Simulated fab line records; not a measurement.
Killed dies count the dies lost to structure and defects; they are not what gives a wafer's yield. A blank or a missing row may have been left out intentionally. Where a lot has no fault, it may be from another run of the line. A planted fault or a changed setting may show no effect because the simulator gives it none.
Chamber matching || flow berkeleyCmos170 || UCB170_V1_CMP_02 on cmp-02 has 4 sister chambers
The step polishes SiO2. 8 wafers are shown with their chamber, then 10 later ones without.

EACH WAFER AND ITS CHAMBER
{"wafer": "L701.3", "chamber": 0, "motorCurrentA (A)": 15.2, "retainingRingPressureFrac": 1.000}
{"wafer": "L703.2", "chamber": 3, "motorCurrentA (A)": 18.2, "retainingRingPressureFrac": 0.993}
{"wafer": "L698.1", "chamber": 3, "motorCurrentA (A)": 18.1, "retainingRingPressureFrac": 0.998}
{"wafer": "L702.1", "chamber": 1, "motorCurrentA (A)": 16.1, "retainingRingPressureFrac": 0.993}
{"wafer": "L702.4", "chamber": 2, "motorCurrentA (A)": 17.4, "retainingRingPressureFrac": 1.003}
{"wafer": "L702.6", "chamber": 2, "motorCurrentA (A)": 16.0, "retainingRingPressureFrac": 1.006}
{"wafer": "L712.1", "chamber": 1, "motorCurrentA (A)": 14.8, "retainingRingPressureFrac": 0.990}
{"wafer": "L712.2", "chamber": 0, "motorCurrentA (A)": 15.7, "retainingRingPressureFrac": 1.005}

WAFERS WITH NO CHAMBER GIVEN
{"wafer": "L712.4", "motorCurrentA (A)": 16.4, "retainingRingPressureFrac": 0.998}
{"wafer": "L717.1", "motorCurrentA (A)": 17.4, "retainingRingPressureFrac": 0.997}
{"wafer": "L717.3", "motorCurrentA (A)": 15.3, "retainingRingPressureFrac": 0.998}
{"wafer": "L717.4", "motorCurrentA (A)": 16.6, "retainingRingPressureFrac": 1.002}
{"wafer": "L714.2", "motorCurrentA (A)": 15.4, "retainingRingPressureFrac": 0.998}
{"wafer": "L714.3", "motorCurrentA (A)": 17.8, "retainingRingPressureFrac": 0.990}
{"wafer": "L714.6", "motorCurrentA (A)": 15.2, "retainingRingPressureFrac": 0.999}
{"wafer": "L715.1", "motorCurrentA (A)": 16.9, "retainingRingPressureFrac": 0.993}
{"wafer": "L715.4", "motorCurrentA (A)": 14.9, "retainingRingPressureFrac": 0.997}
{"wafer": "L715.5", "motorCurrentA (A)": 18.8, "retainingRingPressureFrac": 0.998}

WHICH CHAMBER EACH ONE RAN IN
{"wafer": "L712.4", "from the rows above": "can't be placed: 0 or 2 or 1 or 3", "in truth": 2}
{"wafer": "L717.1", "from the rows above": "can't be placed: 3 or 2", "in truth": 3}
{"wafer": "L717.3", "from the rows above": "can't be placed: 0 or 1 or 2", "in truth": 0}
{"wafer": "L717.4", "from the rows above": "can't be placed: 2 or 0", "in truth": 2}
{"wafer": "L714.2", "from the rows above": "can't be placed: 0 or 1 or 2", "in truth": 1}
{"wafer": "L714.3", "from the rows above": "can't be placed: 3 or 1", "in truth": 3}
{"wafer": "L714.6", "from the rows above": "can't be placed: 0 or 1 or 2", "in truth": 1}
{"wafer": "L715.1", "from the rows above": "can't be placed: 3 or 1 or 0 or 2", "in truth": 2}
{"wafer": "L715.4", "from the rows above": "can't be placed: 0 or 1 or 2", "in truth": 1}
{"wafer": "L715.5", "from the rows above": 3, "in truth": 3}
1 of 10 placed correctly. Can't be placed from these rows: 9 (the true chamber is among the candidates in 9). Number placed wrongly: 0.
How it was worked out, from the rows above alone: a wafer's distance from a chamber is the root of the sum, over the readings, of the square of ((its reading less the chamber's mean) divided by the reading's scatter). The wafer belongs to the nearest chamber; if the next one is less than 2 further off, it can't be placed. Each chamber's mean is taken over the wafers shown for it. The scatter: take each reading less its chamber's mean, square it, sum over the shown wafers, divide by the number of wafers less the number of chambers, and take the root.
